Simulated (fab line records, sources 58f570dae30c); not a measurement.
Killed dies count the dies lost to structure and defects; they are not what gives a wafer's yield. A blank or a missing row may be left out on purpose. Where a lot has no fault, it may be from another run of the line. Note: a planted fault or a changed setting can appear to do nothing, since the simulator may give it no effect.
Comparing a struck lot with a sound one    flow berkeley-cmos170    15 out of 331 route steps
Sound: the wafers L582.2, L582.4, L582.6. Wafers struck: L584.1, L584.4, L584.5. Last of all comes the cause.
Order at every step that has rows: each side's tool, ch and its chambers, its first start. Under that, the readings that differ: sound wafers    struck wafers    difference of the means    sigmas: that difference in standard deviations of wafers without a fault.
alike: readings with means less than 2 such deviations apart, plus words and numbers identical on both sides. not compared: withheld readings, readings lacking a value on some wafer, bounds such as >300 that could conceal the same value, and numbers that have no deviation in the record and whose values overlap.
Wherever a step has rows on one side only, a row that says differs or no value, or a row with sigmas, the two part there. When numbers do not overlap yet have no deviation, they are printed without sigmas and do not part them. A reading missing from all wafers of one side parts the sides only when that side holds two or more wafers.

first, 1 step without rows for these wafers: UCB170_M3_SOFTBAKE_06 (time 60 s).
UCB170_M3_STRIP_07: strips in O2.
  sound on plasma-asher-02 ch 0,1, day 9 18:37; struck on plasma-asher-03 ch 1, day 10 01:47
  alike: drypump-motor-current-A, oes-product-au, strip-time-to-endpoint-s
  not compared: rf-hours-counter-h
then, 7 steps without rows for these wafers: UCB170_M3_STRIP_08 (strips KrF in DMSO, time 600 s); UCB170_M3_COAT_09; UCB170_M3_COAT_10 (resist thk 900 nm); UCB170_M3_SOFTBAKE_11 (time 60 s); UCB170_M3_EXPOSE_12 (exposes mask METAL3, target cd 700 nm); UCB170_M3_PEB_13; UCB170_M3_DEVELOP_14 (develop time 45 s).
UCB170_M3_CD_MEAS_15: target cd 700 nm.
  sound: cd-sem-01 at day 9 21:21; struck: cd-sem-02 at day 10 03:35
  alike: cd-nm
UCB170_M3_OVL_MEAS_16:
  sound: overlay-01 at day 9 21:27; struck: overlay-01 at day 10 03:43
  alike: M3_OVL
UCB170_M3_ETCH_17: etches BARC in N2/H2.
  sound on rie-diel-01 ch 1,2, day 9 21:29; struck on rie-diel-02 ch 0,1,2, day 10 03:44
reading                sound              struck             difference  sigmas
oes-product-au (a.u.)  1.007 1.023 1.035  0.983 0.974 0.984  -0.041      -2
  alike: chamber-pressure-mTorr, drypump-motor-current-A, throttle-valve-pct
UCB170_M3_METAL_ETCH_18: etches Al in Cl2/BCl3, stops on SiO2, target depth 1170 nm, time 195 s.
  sound on rie-metal-01 ch 1, day 9 21:35; struck on rie-metal-01 ch 1, day 10 03:47
reading                              sound                 struck             difference  sigmas
chamber-pressure-mTorr (mTorr)       11.984 11.993 12.028  9.583 9.609 9.593  -2.407      -99 or more
model.KrF_of_M3_COAT_10.thk-nm (nm)  195.1 192.4 201.1     216.5 216.2 215.8  +20.0       
  alike: drypump-motor-current-A, oes-product-au, throttle-valve-pct
  not compared: rf-hours-counter-h
UCB170_M3_STRIP_19: strips in O2.
  sound on plasma-asher-04 ch 0,1, day 9 21:54; struck on plasma-asher-02 ch 0,1, day 10 04:10
reading                sound              struck             difference  sigmas
oes-product-au (a.u.)  0.527 0.521 0.537  0.547 0.549 0.547  +0.019      +2
  alike: drypump-motor-current-A
  not compared: rf-hours-counter-h
UCB170_M3_PROBE_99:
  sound wafers here have rows in the record (prober-01, day 9 22:17); struck ones have none

== WHERE THEY PART ==
Last at UCB170_M3_PROBE_99 as far as this record goes, first at UCB170_M3_ETCH_17.

WHY: what had been put in by the simulator
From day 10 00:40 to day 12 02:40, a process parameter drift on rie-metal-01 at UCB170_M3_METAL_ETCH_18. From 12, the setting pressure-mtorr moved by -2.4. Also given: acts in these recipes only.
